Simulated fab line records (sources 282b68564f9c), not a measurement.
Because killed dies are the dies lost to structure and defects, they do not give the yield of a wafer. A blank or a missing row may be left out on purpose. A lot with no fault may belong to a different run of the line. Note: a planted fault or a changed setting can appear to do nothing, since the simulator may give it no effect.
What tool caused it? :: flow ritCmos :: 21 wafers from 7 lots sampled at 3 of the route's 202 steps

== WHAT THE GAUGES READ, wafer by wafer ==
RIT_PWELL_OVL_MEAS_06.
lot: L732
measured: day 2 14:13
on: overlay-01
PWELL_OVL (nm): -0.1 -0.5 1.3

lot: L734
measured: day 2 23:04
on: overlay-02
PWELL_OVL (nm): -0.9 -0.9 -1.9

lot: L740
measured: day 4 05:07
on: overlay-02
PWELL_OVL (nm): - - -

lot: L743
measured: day 4 20:13
on: overlay-02
PWELL_OVL (nm): -0.6 -1.9 -0.3

lot: L746
measured: day 5 12:55
on: overlay-02
PWELL_OVL (nm): 1.1 -1.5 -1.1

lot: L749
measured: day 6 03:01
on: overlay-01
PWELL_OVL (nm): 1.4 2.3 0.5

lot: L751
measured: day 6 13:01
on: overlay-02
PWELL_OVL (nm): -2.0 -1.0 -0.4

== WHICH TOOL RAN EACH LOT (tool, then ch and the chambers of the sampled wafers, then the start) ==
lot: L732
RIT_ACTIVE_ETCH_13: rieDiel-01 ch 0,2,3, day 2 05:43
RIT_PWELL_COAT_01: lithoTrack-03 ch 0, day 2 13:29

lot: L734
RIT_ACTIVE_ETCH_13: rieDiel-04 ch 1,2,3, day 2 15:43
RIT_PWELL_COAT_01: lithoTrack-02 ch 0, day 2 22:14

lot: L740
RIT_ACTIVE_ETCH_13: rieDiel-01 ch 2,3, day 3 21:43
RIT_PWELL_COAT_01: lithoTrack-01, day 4 04:19

lot: L743
RIT_ACTIVE_ETCH_13: rieDiel-01 ch 0,2, day 4 12:43
RIT_PWELL_COAT_01: lithoTrack-02 ch 0, day 4 19:31

lot: L746
RIT_ACTIVE_ETCH_13: rieDiel-02 ch 1,3, day 5 04:38
RIT_PWELL_COAT_01: lithoTrack-03 ch 0, day 5 12:11

lot: L749
RIT_ACTIVE_ETCH_13: rieDiel-04 ch 0,1, day 5 19:38
RIT_PWELL_COAT_01: lithoTrack-01 ch 0, day 6 02:17

lot: L751
RIT_ACTIVE_ETCH_13: rieDiel-04 ch 0,3, day 6 04:50
RIT_PWELL_COAT_01: lithoTrack-02 ch 0, day 6 12:20
- RIT_ACTIVE_ETCH_13: etches Si3N4 in SF6, stops on SiO2, time 210 s, target depth 210 nm.
- RIT_PWELL_COAT_01: resist thk 1300 nm.

== THE ANSWER, worked out from the rows above alone ==
Rule: usual is defined by the lots themselves. The widest of any qualifying gaps counts: lots, ordered by their means at a reading, are off when they make up no more than a third of the lots, leave a main group of 4 or more, and stand apart from it by 3 or more times the standard deviation of that group's means. If all means in a main group match to the digits the tables above print for the reading, that group is not used. Also off: a lot with no number at a reading for which 4 or more lots have one. All remaining lots with rows at the step are treated as sound.
Off: at RIT_PWELL_OVL_MEAS_06 (PWELL_OVL), L740. Without a number there: L740. The main group has a mean of -0.4 nm with a standard deviation of 0.93.
A tool fits if, at a process step before that reading, it ran every lot that is off, and no sound lot after the first of them. Those tools and the gauges at RIT_PWELL_OVL_MEAS_06 are tried in the same way. Of those tried, none fits.

== WHAT THE SIMULATOR HAD INSERTED ==
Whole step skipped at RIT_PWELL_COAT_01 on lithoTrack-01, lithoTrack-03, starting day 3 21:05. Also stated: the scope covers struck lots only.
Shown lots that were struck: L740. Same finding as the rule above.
